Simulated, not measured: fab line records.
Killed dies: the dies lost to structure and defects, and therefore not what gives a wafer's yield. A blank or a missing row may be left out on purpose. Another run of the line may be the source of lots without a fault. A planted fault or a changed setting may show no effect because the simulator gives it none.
A struck lot beside a sound one ; flow ritCmos ; 15 steps out of a route of 202
Sound: the wafers L806.1, L806.5, L806.6. Struck: wafers L817.1, L817.2, L817.6. The cause is given at the end.
Order at every step that has rows: each side's tool, ch and its chambers, its first start. Under that, the readings that differ: sound wafers ; struck wafers ; difference of the means ; sigmas: that difference in standard deviations of wafers without a fault.
alike: readings with means less than 2 such deviations apart, plus words and numbers identical on both sides. not compared: withheld readings, readings lacking a value on some wafer, bounds such as >300 that could conceal the same value, and numbers that have no deviation in the record and whose values overlap.
A row with sigmas, a row that says differs or no value, or rows on one side alone: a step with any of these is where the two part. Numbers that have no deviation but don't overlap get no sigmas and don't part them. A reading missing from all wafers of one side parts the sides only when that side holds two or more wafers.

first, 6 steps without rows for these wafers: RIT_CONTACT_HMDS_02 (prime time 60 s); RIT_CONTACT_COAT_03 (resist thk 1000 nm); RIT_CONTACT_SOFTBAKE_04 (time 60 s); RIT_CONTACT_EXPOSE_05 (exposes mask M11, target cd 1000 nm); RIT_CONTACT_PEB_06; RIT_CONTACT_DEVELOP_07 (develop time 120 s).
RIT_CONTACT_CD_MEAS_08 targets a cd of 1000 nm.
  sound: cdSem-01 at day 3 13:56; struck: cdSem-01 at day 6 00:44
  alike: cdNm
RIT_CONTACT_OVL_MEAS_09:
  sound: overlay-01 at day 3 14:04; struck: overlay-02 at day 6 00:51
  alike: CONTACT_OVL
then, 1 step without rows for these wafers: RIT_CONTACT_HARDBAKE_10 (time 60 s).
RIT_CONTACT_ETCH_11: etches SiO2 in CHF3/CF4/Ar, stops on TiSi2, target depth 480 nm, time 320 s.
  sound on rieDiel-03 ch 0,1, day 3 14:17; struck on rieDiel-04 ch 0,1, day 6 01:11
  alike: drypumpMotorCurrentA, oesProductAu, throttleValvePct
  not compared: rfHoursCounterH
RIT_CONTACT_STRIP_12: strips in O2, time 180 s.
  sound on plasmaAsher-02 ch 0,1, day 3 14:28; struck on plasmaAsher-04 ch 0,1, day 6 01:23
  alike: drypumpMotorCurrentA
  not compared: rfHoursCounterH
RIT_CONTACT_CD_MEAS_90 targets a cd of 1000 nm.
  sound: cdSem-01 at day 3 14:39; struck: cdSem-01 at day 6 01:34
  alike: cdNm
RIT_CONTACT_CLEAN_13: cleans in SC1, time 600 s.
  sound on wetBench-02 ch 0, day 3 14:46; struck on wetBench-02 ch 2, day 6 01:41
reading;sound;struck;difference;sigmas
runLengthS (s);626 626 626;547 547 547;-79;-23
then, 1 step without rows for these wafers: RIT_CONTACT_CLEAN_14 (cleans in SC2, time 600 s).
RIT_M1_PROBE_99:
  sound: prober-01 at day 3 20:28; struck: prober-02 at day 6 06:03
  alike: killedAtFrontEnd, killedDies, killedOpen, killedShort

== WHERE THEY PART ==
Within this record, at RIT_CONTACT_CLEAN_13 only. Later steps at which nothing parts them and some readings are alike: RIT_M1_PROBE_99.

WHY: what the simulator had put in
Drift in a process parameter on wetBench-02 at RIT_CONTACT_CLEAN_13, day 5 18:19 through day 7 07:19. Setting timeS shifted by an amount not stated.
